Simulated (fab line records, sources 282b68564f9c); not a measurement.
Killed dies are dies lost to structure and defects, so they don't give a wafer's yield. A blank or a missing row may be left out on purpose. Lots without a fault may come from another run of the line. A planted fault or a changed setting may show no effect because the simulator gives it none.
A struck lot beside a sound one | flow rit_cmos | 20 steps out of a route of 202
Sound: wafers L420.1, L420.3, L420.5. Struck: wafers L431.2, L431.3, L431.5. The cause comes at the end.
At each step with rows: each side's tool, then ch and its chambers, then its first start. Under that, the readings that differ: sound wafers | struck wafers | difference of the means | sigmas: that difference in standard deviations of wafers without a fault.
alike: readings whose means differ by less than 2 such deviations, and words and numbers that are the same on both sides. not compared: withheld readings, readings that some wafer has no value for, bounds like >300 that may hide the same value, and numbers for which the record gives no deviation and whose values overlap.
The two part at a step that has a row with sigmas, a row that says differs or no value, or rows on one side only. Numbers that don't overlap but have no deviation are shown without sigmas and don't part them. A reading that every wafer of one side lacks parts them only if that side has two wafers or more.

first, 2 steps without rows for these wafers: RIT_NWELL_HARDBAKE_07 (time 120 s); RIT_NWELL_IMPLANT_08.
RIT_NWELL_STRIP_09: strips in O2, time 180 s.
  sound on plasma_asher-01 ch 0,1, day 2 02:50; struck on plasma_asher-02 ch 0, day 4 11:07
  alike: drypump_motor_current_A
  not compared: rf_hours_counter_h
RIT_NWELL_TW_MEAS_10:
  sound on film_metro-03, day 2 03:01; struck on film_metro-03, day 4 11:18
  alike: NWELL_TW
then, 6 steps without rows for these wafers: RIT_PWELL_HMDS_00 (prime time 60 s); RIT_PWELL_COAT_01 (resist thk 1300 nm); RIT_PWELL_SOFTBAKE_02 (time 60 s); RIT_PWELL_EXPOSE_03 (exposes mask M3, target cd 43700 nm); RIT_PWELL_PEB_04; RIT_PWELL_DEVELOP_05 (develop time 68 s).
RIT_PWELL_OVL_MEAS_06:
  sound on overlay-01, day 2 04:14; struck on overlay-01, day 4 12:14
  alike: PWELL_OVL
then, 1 step without rows for these wafers: RIT_PWELL_HARDBAKE_07 (time 120 s).
RIT_PWELL_IMPLANT_08:
  sound on implanter-03 ch 0, day 2 04:31; struck on implanter-01 ch 0, day 4 12:32
  alike: beam_energy_keV, faraday_current_uA
RIT_PWELL_STRIP_09: strips in O2, time 180 s.
  sound on plasma_asher-02 ch 0,1, day 2 04:40; struck on plasma_asher-01 ch 0,1, day 4 12:40
  alike: drypump_motor_current_A
  not compared: rf_hours_counter_h
RIT_PWELL_TW_MEAS_10:
  sound on film_metro-04, day 2 04:50; struck on film_metro-02, day 4 12:51
  reading  | sound       | struck      | difference | sigmas
  PWELL_TW | 942 949 949 | 905 908 911 | -39        | -4
then, 1 step without rows for these wafers: RIT_WELLDRIVE_ANNEAL_00 (time 14700 s).
RIT_WELLDRIVE_RS_MEAS_01: measures by four-point-probe.
  sound on film_metro-02, day 2 09:59; struck on film_metro-02, day 4 18:00
  alike: NWELL_RS
RIT_WELLDRIVE_RS_MEAS_02: measures by four-point-probe.
  sound on film_metro-02, day 2 10:07; struck on film_metro-02, day 4 18:07
  reading           | sound             | struck            | difference | sigmas
  PWELL_RS (ohm/sq) | 431.1 429.4 430.3 | 461.0 459.4 459.1 | +29.6      | +25
then, 1 step without rows for these wafers: RIT_NRETRO_HMDS_00 (prime time 60 s).
RIT_M1_PROBE_99:
  sound on prober-01, day 3 16:35; struck on prober-02, day 6 07:41
  reading                                             | sound             | struck            | difference | sigmas
  model.etest.nmos_0p3.r_on_ohm_um                    | 2209 2170 2188    | 2092 2106 2053    | -105       |
  model.etest.pwell_pinched.rs_ohm_sq_range           | 11.69 12.57 15.28 | 80.66 70.53 75.33 | +62.33     |
  model.etest.nmos_0p15.drive_ua_um_range             | 5.995 18.32 11.47 | 57.41 46.42 53.25 | +40.43     |
  model.etest.pwell_pinched.rs_ohm_sq                 | 457.5 448.7 464.5 | 483.8 488.5 478   | +26.5      |
  model.etest.pwell_pinched.rs_ohm_sq_rim_less_centre | 6.547 -8.07 4.919 | -35.8 -27 -29.41  | -31.9      |
  model.etest.pwell.rs_ohm_sq                         | 417.2 410.4 419.7 | 431.6 441.8 431.9 | +19.3      |
  model.etest.nmos_turned.drive_ua_um                 | 306.7 308.4 309.2 | 351.9 355.6 358.9 | +47.4      |
  model.etest.nmos_0p15.drive_ua_um                   | 454.6 470.3 465.9 | 487.4 492.5 505.7 | +31.6      |
  alike: killed_at_contacts, killed_at_front_end, killed_dies, killed_open, killed_short

WHERE THEY PART
First at RIT_PWELL_TW_MEAS_10; last, within this record, at RIT_WELLDRIVE_RS_MEAS_02. Later steps at which nothing parts them and some readings are alike: RIT_M1_PROBE_99.

WHY: what the simulator had put in
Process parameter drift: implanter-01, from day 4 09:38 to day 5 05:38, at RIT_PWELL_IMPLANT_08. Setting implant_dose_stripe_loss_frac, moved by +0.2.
